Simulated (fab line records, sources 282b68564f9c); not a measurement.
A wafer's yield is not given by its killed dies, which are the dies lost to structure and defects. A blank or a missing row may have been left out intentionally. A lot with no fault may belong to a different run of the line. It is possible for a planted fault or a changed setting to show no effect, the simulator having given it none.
Tool commonality check + flow ritCmos + Sampled: 13 lots, 39 wafers

== REASON IT WAS OPENED ==
At RIT_GATE_CD_MEAS_16 the reading cdNm is flagged on 1 of 13 lots. Fault-free wafers read 150.6 nm, with a standard deviation of 2.1.
Rule: a lot is flagged when every wafer of it that has a number lies more than 4 standard deviations from that mean, or none has a number. All remaining lots are regarded as sound.

| lot  | measured    | on       | cdNm (nm), wafer by wafer | flag    |
|------|-------------|----------|---------------------------|---------|
| L414 | day 2 19:15 | cdSem-01 | 151.0 151.8 151.7         |         |
| L416 | day 3 04:16 | cdSem-02 | 147.6 148.7 146.4         |         |
| L418 | day 3 13:47 | cdSem-01 | 150.9 148.5 150.9         |         |
| L419 | day 3 18:37 | cdSem-01 | 147.6 149.2 150.3         |         |
| L420 | day 4 00:44 | cdSem-01 | 149.4 149.8 152.4         |         |
| L421 | day 4 05:00 | cdSem-02 | 148.5 147.1 149.3         |         |
| L422 | day 4 10:37 | cdSem-01 | 152.3 150.5 149.2         |         |
| L424 | day 4 20:50 | cdSem-02 | 149.4 148.8 148.8         |         |
| L425 | day 4 23:59 | cdSem-02 | 127.6 128.0 127.4         | FLAGGED |
| L426 | day 5 06:37 | cdSem-02 | 152.0 150.4 150.5         |         |
| L429 | day 5 20:16 | cdSem-02 | 152.5 152.7 153.4         |         |
| L435 | day 7 02:32 | cdSem-02 | 150.4 149.9 150.9         |         |
| L436 | day 7 08:50 | cdSem-01 | 153.3 152.7 149.5         |         |
The numbers of the flagged lots are 127.7 nm on average: -22.9 nm against the usual, or -11 standard deviations.

== TOOL THAT RAN EACH LOT ==
Before the reading, the record contains 2 process steps out of a 202-step route. Cell contents, in order: the tool; ch with the chambers the sampled wafers went through; the start.
| lot  | flag    | RIT_PWELL_STRIP_09                 | RIT_GATE_EXPOSE_13                |
|------|---------|------------------------------------|-----------------------------------|
| L414 |         | plasmaAsher-04 ch 0,1, day 2 03:36 | ilineStepper-02 ch 0, day 2 18:51 |
| L416 |         | plasmaAsher-02 ch 0,1, day 2 14:43 | ilineStepper-02 ch 0, day 3 03:52 |
| L418 |         | plasmaAsher-04 ch 0,1, day 3 00:07 | ilineStepper-01 ch 0, day 3 13:23 |
| L419 |         | plasmaAsher-04 ch 0,1, day 3 04:33 | ilineStepper-02 ch 0, day 3 18:13 |
| L420 |         | plasmaAsher-03 ch 0,1, day 3 10:11 | ilineStepper-01 ch 0, day 4 00:20 |
| L421 |         | plasmaAsher-03 ch 0,1, day 3 14:29 | ilineStepper-02 ch 0, day 4 04:29 |
| L422 |         | plasmaAsher-03 ch 0,1, day 3 20:35 | ilineStepper-01 ch 0, day 4 10:13 |
| L424 |         | plasmaAsher-03 ch 0,1, day 4 05:44 | ilineStepper-01 ch 0, day 4 20:26 |
| L425 | FLAGGED | plasmaAsher-02 ch 0,1, day 4 10:34 | ilineStepper-02 ch 0, day 4 23:35 |
| L426 |         | plasmaAsher-03 ch 0,1, day 4 15:50 | ilineStepper-01 ch 0, day 5 06:05 |
| L429 |         | plasmaAsher-03 ch 0,1, day 5 06:31 | ilineStepper-01 ch 0, day 5 19:44 |
| L435 |         | plasmaAsher-02 ch 1, day 6 13:01   | ilineStepper-02 ch 0, day 7 02:04 |
| L436 |         | plasmaAsher-02 ch 0,1, day 6 17:32 | ilineStepper-01 ch 0, day 7 08:26 |
What the steps here do:
- RIT_PWELL_STRIP_09: strips in O2, time 180 s.
- RIT_GATE_EXPOSE_13: exposes mask M6, target cd 150 nm.
- RIT_GATE_CD_MEAS_16: target cd 150 nm.

== FLAGGED AGAINST TOTAL, ONE TOOL AT A TIME (gauges that did the reading follow at the end) ==
| step                | tool            | lots run | flagged | share of the flagged lots | sound lots run after its first flagged lot |
|---------------------|-----------------|----------|---------|---------------------------|--------------------------------------------|
| RIT_PWELL_STRIP_09  | plasmaAsher-02  | 4        | 1       | all                       | 2 (L435,L436)                              |
| RIT_PWELL_STRIP_09  | plasmaAsher-03  | 6        | 0       | none                      | -                                          |
| RIT_PWELL_STRIP_09  | plasmaAsher-04  | 3        | 0       | none                      | -                                          |
| RIT_GATE_EXPOSE_13  | ilineStepper-01 | 7        | 0       | none                      | -                                          |
| RIT_GATE_EXPOSE_13  | ilineStepper-02 | 6        | 1       | all                       | 1 (L435)                                   |
| RIT_GATE_CD_MEAS_16 | cdSem-01        | 6        | 0       | none                      | -                                          |
| RIT_GATE_CD_MEAS_16 | cdSem-02        | 7        | 1       | all                       | 3 (L426,L429,L435)                         |

== THE TABLE: WHAT IT ALLOWS ==
3 rows of the table ran every flagged lot: plasmaAsher-02 at RIT_PWELL_STRIP_09, ilineStepper-02 at RIT_GATE_EXPOSE_13, cdSem-02 at RIT_GATE_CD_MEAS_16.
- plasmaAsher-02 at RIT_PWELL_STRIP_09 ran 4 lots, 1 of them flagged. After the first flagged lot (L435, L436), sound lots still ran on it; a lasting fault on the whole tool would not permit that.
- ilineStepper-02 at RIT_GATE_EXPOSE_13 ran 6 lots, 1 of them flagged. After the first flagged lot (L435), sound lots still ran on it; a lasting fault on the whole tool would not permit that.
- cdSem-02 at RIT_GATE_CD_MEAS_16 ran 7 lots, 1 of them flagged. After the first flagged lot (L426, L429, L435), sound lots still ran on it; a lasting fault on the whole tool would not permit that.
Not one row of the table ran every flagged lot while running no sound lot after the first.

== WHAT THE SIMULATOR HAD PUT IN ==
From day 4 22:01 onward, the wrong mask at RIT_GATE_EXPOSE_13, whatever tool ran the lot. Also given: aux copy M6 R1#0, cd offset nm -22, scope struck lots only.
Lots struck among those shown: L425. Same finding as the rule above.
